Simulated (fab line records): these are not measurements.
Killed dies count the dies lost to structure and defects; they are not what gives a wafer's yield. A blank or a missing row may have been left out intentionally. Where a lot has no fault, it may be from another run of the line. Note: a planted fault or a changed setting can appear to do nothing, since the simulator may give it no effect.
Commonality check across tools :: flow rit cmos :: 15 lots, 54 wafers sampled

## WHAT PROMPTED THE OPENING
RIT_SDANNEAL_RS_MEAS_06, reading PLDD_RS: flagged on 3 of 15 lots. No-fault wafers: 179.0 ohm/sq, standard deviation 0.46.
Rule: a lot gets a flag if all its wafers with a number sit over 4 standard deviations from that mean, or if no wafer of it has a number. The rest of the lots are taken to be sound.

lot: L804
measured: day 3 06:35
on: film metro-03
PLDD_RS (ohm/sq), wafer by wafer: 178.5 178.7 179.4
flag: 

lot: L805
measured: day 3 17:08
on: film metro-01
PLDD_RS (ohm/sq), wafer by wafer: 179.5 180.0 179.1
flag: 

lot: L806
measured: day 3 20:38
on: film metro-02
PLDD_RS (ohm/sq), wafer by wafer: 179.8 179.2 179.4
flag: 

lot: L807
measured: day 3 23:31
on: film metro-02
PLDD_RS (ohm/sq), wafer by wafer: 178.9 178.8 178.8
flag: 

lot: L808
measured: day 4 06:20
on: film metro-02
PLDD_RS (ohm/sq), wafer by wafer: 178.7 179.2 178.4
flag: 

lot: L809
measured: day 4 09:24
on: film metro-03
PLDD_RS (ohm/sq), wafer by wafer: 185.4 186.0 185.6 185.8 186.1 185.7
flag: FLAGGED

lot: L810
measured: day 4 15:22
on: film metro-01
PLDD_RS (ohm/sq), wafer by wafer: 179.3 179.9 179.5
flag: 

lot: L811
measured: day 4 21:25
on: film metro-03
PLDD_RS (ohm/sq), wafer by wafer: 186.1 185.7 185.7 186.5 186.1 185.5
flag: FLAGGED

lot: L812
measured: day 5 04:08
on: film metro-02
PLDD_RS (ohm/sq), wafer by wafer: 185.8 185.4 184.9 185.2 185.2 185.1
flag: FLAGGED

lot: L820
measured: day 6 11:28
on: film metro-01
PLDD_RS (ohm/sq), wafer by wafer: 179.3 179.7 179.8
flag: 

lot: L821
measured: day 6 20:34
on: film metro-03
PLDD_RS (ohm/sq), wafer by wafer: 178.8 178.3 178.6
flag: 

lot: L822
measured: day 7 02:58
on: film metro-02
PLDD_RS (ohm/sq), wafer by wafer: 178.3 179.1 178.7
flag: 

lot: L823
measured: day 7 06:26
on: film metro-03
PLDD_RS (ohm/sq), wafer by wafer: 178.5 178.3 178.3
flag: 

lot: L825
measured: day 7 17:16
on: film metro-01
PLDD_RS (ohm/sq), wafer by wafer: 178.9 179.3 179.2
flag: 

lot: L827
measured: day 7 22:31
on: film metro-02
PLDD_RS (ohm/sq), wafer by wafer: 179.2 179.2 178.9
flag: 
The numbers of the flagged lots are 185.7 ohm/sq on average: +6.7 ohm/sq against the usual, or +14 standard deviations.

## WHICH TOOL RAN EACH LOT
The record holds 1 process step before the reading, out of a route of 202 steps. Read each cell as the tool, then ch plus the chambers that the sampled wafers visited, then the start.
lot: L804
flag: 
RIT_PLDD_IMPLANT_08: implanter-02 ch 0, day 2 23:34

lot: L805
flag: 
RIT_PLDD_IMPLANT_08: implanter-04 ch 0, day 3 10:17

lot: L806
flag: 
RIT_PLDD_IMPLANT_08: implanter-04 ch 0, day 3 13:55

lot: L807
flag: 
RIT_PLDD_IMPLANT_08: implanter-03 ch 0, day 3 16:48

lot: L808
flag: 
RIT_PLDD_IMPLANT_08: implanter-04 ch 0, day 3 23:16

lot: L809
flag: FLAGGED
RIT_PLDD_IMPLANT_08: implanter-04 ch 0, day 4 02:43

lot: L810
flag: 
RIT_PLDD_IMPLANT_08: implanter-02 ch 0, day 4 08:17

lot: L811
flag: FLAGGED
RIT_PLDD_IMPLANT_08: implanter-04 ch 0, day 4 14:35

lot: L812
flag: FLAGGED
RIT_PLDD_IMPLANT_08: implanter-04 ch 0, day 4 21:29

lot: L820
flag: 
RIT_PLDD_IMPLANT_08: implanter-02 ch 0, day 6 03:35

lot: L821
flag: 
RIT_PLDD_IMPLANT_08: implanter-02 ch 0, day 6 13:29

lot: L822
flag: 
RIT_PLDD_IMPLANT_08: implanter-03 ch 0, day 6 19:41

lot: L823
flag: 
RIT_PLDD_IMPLANT_08: implanter-02 ch 0, day 6 23:41

lot: L825
flag: 
RIT_PLDD_IMPLANT_08: implanter-02 ch 0, day 7 10:29

lot: L827
flag: 
RIT_PLDD_IMPLANT_08: implanter-02 ch 0, day 7 15:02
What the steps here do:
- RIT_PLDD_IMPLANT_08
- RIT_SDANNEAL_RS_MEAS_06: measures by four-point-probe.

## FLAGGED AGAINST TOTAL, ONE TOOL AT A TIME (gauges that did the reading follow at the end)
step: RIT_PLDD_IMPLANT_08
tool: implanter-02
lots run: 7
flagged: 0
share of the flagged lots: none
sound lots run after its first flagged lot: -

step: RIT_PLDD_IMPLANT_08
tool: implanter-03
lots run: 2
flagged: 0
share of the flagged lots: none
sound lots run after its first flagged lot: -

step: RIT_PLDD_IMPLANT_08
tool: implanter-04
lots run: 6
flagged: 3
share of the flagged lots: all
sound lots run after its first flagged lot: 0

step: RIT_SDANNEAL_RS_MEAS_06
tool: film metro-01
lots run: 4
flagged: 0
share of the flagged lots: none
sound lots run after its first flagged lot: -

step: RIT_SDANNEAL_RS_MEAS_06
tool: film metro-02
lots run: 6
flagged: 1
share of the flagged lots: some
sound lots run after its first flagged lot: 2 (L822,L827)

step: RIT_SDANNEAL_RS_MEAS_06
tool: film metro-03
lots run: 5
flagged: 2
share of the flagged lots: some
sound lots run after its first flagged lot: 2 (L821,L823)

## WHAT THE TABLE PERMITS
All flagged lots share 1 row of the table, namely implanter-04 at RIT_PLDD_IMPLANT_08.
- implanter-04 at RIT_PLDD_IMPLANT_08: 3 of its 6 lots flagged. A fault beginning between L808 (day 3 23:16), its last sound lot, and L809 (day 4 02:43), its first flagged one, fits the data. Its own readings lie more than 4 standard deviations out on every wafer of the flagged lots: dose ions cm2.
Left over: one tool, implanter-04 at RIT_PLDD_IMPLANT_08.

## WHAT THE SIMULATOR HAD PUT IN
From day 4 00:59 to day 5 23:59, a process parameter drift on implanter-04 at RIT_PLDD_IMPLANT_08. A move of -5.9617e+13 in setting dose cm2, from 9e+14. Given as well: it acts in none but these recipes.
Shown lots that were struck: L809, L811, L812. This agrees with what the rule above found.
